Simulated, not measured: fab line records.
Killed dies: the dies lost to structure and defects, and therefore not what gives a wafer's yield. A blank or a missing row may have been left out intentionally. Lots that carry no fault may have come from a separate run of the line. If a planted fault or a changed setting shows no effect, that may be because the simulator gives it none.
A struck lot beside a sound one :: flow berkeley_cmos170 :: 16 steps out of a route of 331
Sound: these wafers, L695.1, L695.4, L695.6. Wafers struck: L696.2, L696.4, L696.5. The cause comes at the end.
Order at every step that has rows: each side's tool, ch and its chambers, its first start. Under that, the readings that differ: sound wafers :: struck wafers :: difference of the means :: sigmas: that difference in standard deviations of wafers without a fault.
alike: same words and numbers on both sides, and readings whose means sit less than 2 such deviations apart. not compared: any withheld reading, any reading some wafer has no value for, any bound like >300 that may hide the same value, and any number with overlapping values for which the record gives no deviation.
A row with sigmas, a row that says differs or no value, or rows on one side alone: a step with any of these is where the two part. Non-overlapping numbers with no deviation appear without sigmas and do not part them. A reading that every wafer of one side lacks parts them only if that side has two wafers or more.

first, 1 step without rows for these wafers: UCB170_PFIELD_IMPLANT_07.
UCB170_PFIELD_STRIP_08: strips in O2.
  sound on plasma_asher-04 ch 0, day 5 03:05; struck on plasma_asher-03 ch 0, day 5 18:41
  alike: drypump_motor_current_A, oes_product_au, strip_time_to_endpoint_s
  not compared: rf_hours_counter_h
UCB170_PFIELD_TW_MEAS_09:
  sound: film_metro-04 at day 5 03:11; struck: film_metro-02 at day 5 18:47
  alike: PFIELD_TW
then, 2 steps without rows for these wafers: UCB170_FIELD_CLEAN_00 (cleans in dHF, time 7.5 s); UCB170_FIELD_OXIDATION_01 (target thk 558.3 nm, ox time 7200 s).
UCB170_FIELD_THK_MEAS_02:
  sound: film_metro-03 at day 5 11:19; struck: film_metro-02 at day 6 02:43
reading: FIELD_OXIDE_THK (nm)
sound: 550 554 552
struck: 570 577 570
difference: +20
sigmas: +2
then, 4 steps without rows for these wafers: UCB170_FIELD_ANNEAL_03 (time 1200 s); UCB170_FIELD_WET_ETCH_04 (etches SiO2 in dHF, time 58.02 s); UCB170_FIELD_WET_ETCH_05 (etches Si3N4 in H3PO4, time 12600 s); UCB170_FIELD_WET_ETCH_06 (etches SiO2 in BOE, time 22 s).
UCB170_FIELD_THK_MEAS_90:
  sound: film_metro-02 at day 5 20:53; struck: film_metro-01 at day 6 10:52
reading: FIELD_OXIDE_LEFT_1_THK (nm)
sound: 435 440 436
struck: 455 462 454
difference: +20
sigmas: +2
then, 1 step without rows for these wafers: UCB170_SACOX_CLEAN_00 (cleans in dHF, time 7.5 s).
UCB170_SACOX_OXIDATION_01: target thk 14.4 nm, ox time 2400 s.
  sound on furnace-02 ch 0, day 5 22:57; struck on furnace-02 ch 0, day 6 14:19
  alike: ox_temp_c, spike_tc_source_C, zone_power_load_pct
UCB170_SACOX_THK_MEAS_02:
  sound: film_metro-04 at day 6 00:37; struck: film_metro-02 at day 6 15:59
reading: SACOX_OXIDE_THK (nm)
sound: 14.39 14.49 14.28
struck: 22.43 22.60 22.65
difference: +8.17
sigmas: +30
then, 1 step without rows for these wafers: UCB170_SCREENOX_WET_ETCH_00 (etches SiO2 in dHF, time 200 s).
-- the record jumps here: 2 days lie between the struck wafers' starts before and after (it left off in module SCREENOX and takes up again in module M3, whose first step shown is number 331 of the route) --
UCB170_M3_PROBE_99:
  rows exist in the record for the struck wafers here (prober-02, day 9 02:08), but not for the sound ones

## WHERE THEY PART
Last at UCB170_M3_PROBE_99 as far as this record goes, first at UCB170_FIELD_THK_MEAS_02.

WHY: the cause the simulator had injected
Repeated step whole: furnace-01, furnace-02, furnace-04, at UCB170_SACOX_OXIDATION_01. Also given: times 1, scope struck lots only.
